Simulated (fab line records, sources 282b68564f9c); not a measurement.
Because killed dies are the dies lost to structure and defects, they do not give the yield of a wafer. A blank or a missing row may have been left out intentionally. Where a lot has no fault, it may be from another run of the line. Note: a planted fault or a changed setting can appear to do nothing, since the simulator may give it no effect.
fab line records | flow rit-cmos
[record] lots = 14 wafers = 42 last-day = 8
route steps=202 shown PSD@150
lots untouched by any fault: they come from a run of this same line in which no faults occurred
start-h: start of the lot's first displayed wafer, in hours after the record's first day | wait-h: time in hours since the lot's previous step | " same as the row above | L1.1+2: several wafers, shown together as one row | - either no value or no given start | * or withheld: withheld | < > ~ a bound
route shown NAME@n: NAME is a module with steps in the file, n the number in the route of the first one | usual: mean/standard deviation of fault-free wafers | same: alike in all rows | chamber/n: place in a boat | sites: the reading at each site | _std_site: the values' standard deviation | _edge_site: the outer-site mean with the inner-site mean subtracted | radius-mm: for every site, how far away it sits from the centre of the wafer | mask NAME#n: copy n | behind: the last tool/chamber to shape the wafer | hold: reason for holding the lot/hours on hold/outcome of the hold | device: the transistor (n, p or np) that didn't switch | end of line: tests run on the same wafers once the route is complete | where a step has no rows: the recipe by itself | killed: count of dies lost to structure and defects at first sort (not the wafer's yield) | map: a wafer's dies, x killed, . not, _ none there
set.NAME: the setting that was run; set.NAME@STEP: the one run at that earlier step | model.NAME: the simulator's own value behind a step, which no gauge read
one table for each step of the route and one row for each wafer, over a sample of lots
services: when a tool's chamber went out of use (start-h, in hours from the record's first day, below 0 if earlier), for how many hours, and the reason
[[steps]]
[step RIT_PSD_IMPLANT_08]
[recipe] species = BF2 energy-kev = 27 dose-cm2 = 5e+15 tilt-deg = 7
[usual] beam-on-s = 12.4/0.8 end-station-pressure-torr = 1.47e-05/1.1e-06 faraday-current-uA = 12414/780
// columns lot.wafer tool chamber start-h wait-h beam-on-s end-station-pressure-torr faraday-current-uA
L463.2 implanter-04 0 55.20 0.1 11.5 1.63e-05 13254
L463.4 " 0 " " 11.4 1.56e-05 13462
L463.6 " 0 " " 11.8 1.53e-05 13023
L465.2 implanter-04 0 65.96 0.1 11.7 1.48e-05 13067
L465.3 " 0 " " 11.4 1.53e-05 13374
L465.6 " 0 " " 11.6 1.62e-05 13198
L466.1 implanter-01 0 69.67 0.1 13.3 1.42e-05 11541
L466.4 " 0 " " 13.7 1.27e-05 11320
L466.5 " 0 " " 13.4 1.4e-05 11478
L468.3 implanter-01 0 81.55 0.1 13.1 1.24e-05 11791
L468.4 " 0 " " 13.5 1.43e-05 11377
L468.5 " 0 " " 13.0 1.35e-05 11754
L469.2 implanter-02 0 88.25 0.1 12.8 1.51e-05 11978
L469.5 " 0 " " 12.4 1.28e-05 12341
L469.6 " 0 " " 13.1 1.36e-05 11778
L470.1 implanter-01 0 90.73 0.1 13.3 1.35e-05 11646
L470.5 " 0 " " 13.3 1.36e-05 11594
L470.6 " 0 " " 13.4 1.28e-05 11476
L473.2 implanter-04 0 110.02 0.1 11.8 1.51e-05 12979
L473.5 " 0 " " 11.3 1.56e-05 13549
L473.6 " 0 " " 11.5 1.6e-05 13259
L474.3 implanter-04 0 113.15 0.1 12.2 1.53e-05 12445
L474.5 " 0 " " 11.6 1.57e-05 13168
L474.6 " 0 " " 11.7 1.57e-05 13041
L475.4 implanter-04 0 115.33 0.1 15.8 9.99e-05 10153
L475.5 " 0 " " 15.8 0.0001071 10154
L475.6 " 0 " " 16.0 0.0001099 10093
L476.3 implanter-04 0 119.80 0.1 16.2 0.0001106 9882
L476.5 " 0 " " 15.8 0.0001094 10131
L476.6 " 0 " " 15.3 0.0001078 10492
L478.3 implanter-01 0 132.83 0.1 13.2 1.43e-05 11637
L478.4 " 0 " " 13.5 1.53e-05 11397
L478.5 " 0 " " 13.6 1.47e-05 11326
L480.3 implanter-02 0 146.58 0.1 12.6 1.41e-05 12272
L480.4 " 0 " " 12.4 1.43e-05 12338
L480.6 " 0 " " 12.2 1.4e-05 12486
L482.2 implanter-02 0 170.59 0.1 12.9 1.36e-05 11948
L482.3 " 0 " " 12.8 1.47e-05 12006
L482.4 " 0 " " 12.9 1.49e-05 11900
L485.2 implanter-02 0 191.89 0.1 13.2 1.37e-05 11664
L485.3 " 0 " " 12.6 1.46e-05 12171
L485.4 " 0 " " 12.3 1.58e-05 12376
[step RIT_PSD_TW_MEAS_10]
[usual] PSD_TW = 3445/18
// columns lot.wafer tool chamber start-h wait-h PSD_TW
L463.2 film-metro-02 - 55.51 0.1 3438
L463.4 " - " " 3446
L463.6 " - " " 3451
L465.2 film-metro-01 - 66.27 0.1 3451
L465.3 " - " " 3422
L465.6 " - " " 3441
L466.1 film-metro-04 - 70.00 0.1 3458
L466.4 " - " " 3476
L466.5 " - " " 3471
L468.3 film-metro-04 - 81.85 0.1 3472
L468.4 " - " " 3468
L468.5 " - " " 3465
L469.2 film-metro-04 - 88.56 0.1 3435
L469.5 " - " " 3448
L469.6 " - " " 3444
L470.1 film-metro-02 - 91.06 0.1 3447
L470.5 " - " " 3459
L470.6 " - " " 3447
L473.2 film-metro-02 - 110.33 0.1 3471
L473.5 " - " " 3462
L473.6 " - " " 3452
L474.3 film-metro-04 - 113.45 0.1 3487
L474.5 " - " " 3476
L474.6 " - " " 3466
L475.4 film-metro-01 - 115.61 0.1 3503
L475.5 " - " " 3491
L475.6 " - " " 3498
L476.3 film-metro-02 - 120.10 0.1 3522
L476.5 " - " " 3528
L476.6 " - " " 3544
L478.3 film-metro-02 - 133.12 0.1 3468
L478.4 " - " " 3453
L478.5 " - " " 3456
L480.3 film-metro-04 - 146.87 0.1 3424
L480.4 " - " " 3428
L480.6 " - " " 3435
L482.2 film-metro-01 - 170.90 0.1 3422
L482.3 " - " " 3441
L482.4 " - " " 3427
L485.2 film-metro-02 - 192.20 0.1 3442
L485.3 " - " " 3454
L485.4 " - " " 3443
[step RIT_SDANNEAL_RS_MEAS_04]
[recipe] thk-meas-gauge = four-point-probe
[usual] PSD_RS = 115.8/0.3
// columns lot.wafer tool chamber start-h wait-h PSD_RS[ohm/sq]
L463.2 film-metro-04 - 56.36 0.1 115.5
L463.4 " - " " 115.5
L463.6 " - " " 116.0
L465.2 film-metro-04 - 66.78 0.1 115.5
L465.3 " - " " 115.6
L465.6 " - " " 115.6
L466.1 film-metro-04 - 70.51 0.0 115.5
L466.4 " - " " 115.7
L466.5 " - " " 115.7
L468.3 film-metro-02 - 82.35 0.1 116.0
L468.4 " - " " 116.1
L468.5 " - " " 116.1
L469.2 film-metro-02 - 89.17 0.1 116.2
L469.5 " - " " 116.3
L469.6 " - " " 116.3
L470.1 film-metro-02 - 91.55 0.0 115.9
L470.5 " - " " 116.0
L470.6 " - " " 116.0
L473.2 film-metro-01 - 110.89 0.1 116.3
L473.5 " - " " 116.3
L473.6 " - " " 115.9
L474.3 film-metro-01 - 113.95 0.1 115.9
L474.5 " - " " 116.2
L474.6 " - " " 116.2
L475.4 film-metro-02 - 116.12 0.1 112.6
L475.5 " - " " 112.6
L475.6 " - " " 112.1
L476.3 film-metro-01 - 120.60 0.1 111.8
L476.5 " - " " 111.8
L476.6 " - " " 111.9
L478.3 film-metro-04 - 133.63 0.1 115.4
L478.4 " - " " 115.2
L478.5 " - " " 115.3
L480.3 film-metro-01 - 147.38 0.1 115.5
L480.4 " - " " 115.3
L480.6 " - " " 115.3
L482.2 film-metro-01 - 171.39 0.1 116.0
L482.3 " - " " 116.3
L482.4 " - " " 116.2
L485.2 film-metro-01 - 192.71 0.1 115.3
L485.3 " - " " 115.7
L485.4 " - " " 115.8
[[services]]
// columns tool chamber start-h hours kind
implanter-04 - 124.59 4.6 pm
implanter-02 - 135.65 5.0 pm
[[key]]
[first-sign] step = RIT_PSD_IMPLANT_08 reading = end-station-pressure-torr direction = up sigmas = 85 usual = 1.47e-05 struck = 0.0001075
[effect] step = RIT_PSD_IMPLANT_08 reading = beam-on-s direction = up sigmas = 4.3 usual = 12.4 struck = 15.8
[effect] step = RIT_PSD_TW_MEAS_10 reading = PSD_TW direction = up sigmas = 4 usual = 3445 struck = 3514
[effect] step = RIT_SDANNEAL_RS_MEAS_04 reading = PSD_RS direction = down sigmas = 12 usual = 115.8 struck = 112.1
met-at RIT_PSD_IMPLANT_08
struck-lots L475,L476
tester-left-out L475,L476
onset-between 113.15 115.33
[fault] kind = process-parameter-drift tool = implanter-04 chamber = - onset-h = 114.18 steps = RIT_PSD_IMPLANT_08 channel = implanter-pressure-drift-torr offset = 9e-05 shape = step end-h = 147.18
[fault] kind = process-parameter-drift tool = implanter-04 chamber = - onset-h = 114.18 steps = RIT_PSD_IMPLANT_08 channel = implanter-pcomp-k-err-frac offset = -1 shape = step end-h = 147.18
// tester-left-out: of these lots the tester's yield and bins aren't shown, on N5 and GAA mostly nor the transistor test; their killed dies are dies lost to structure and defects alone, not to doping, threshold or leakage, so they don't give the yield
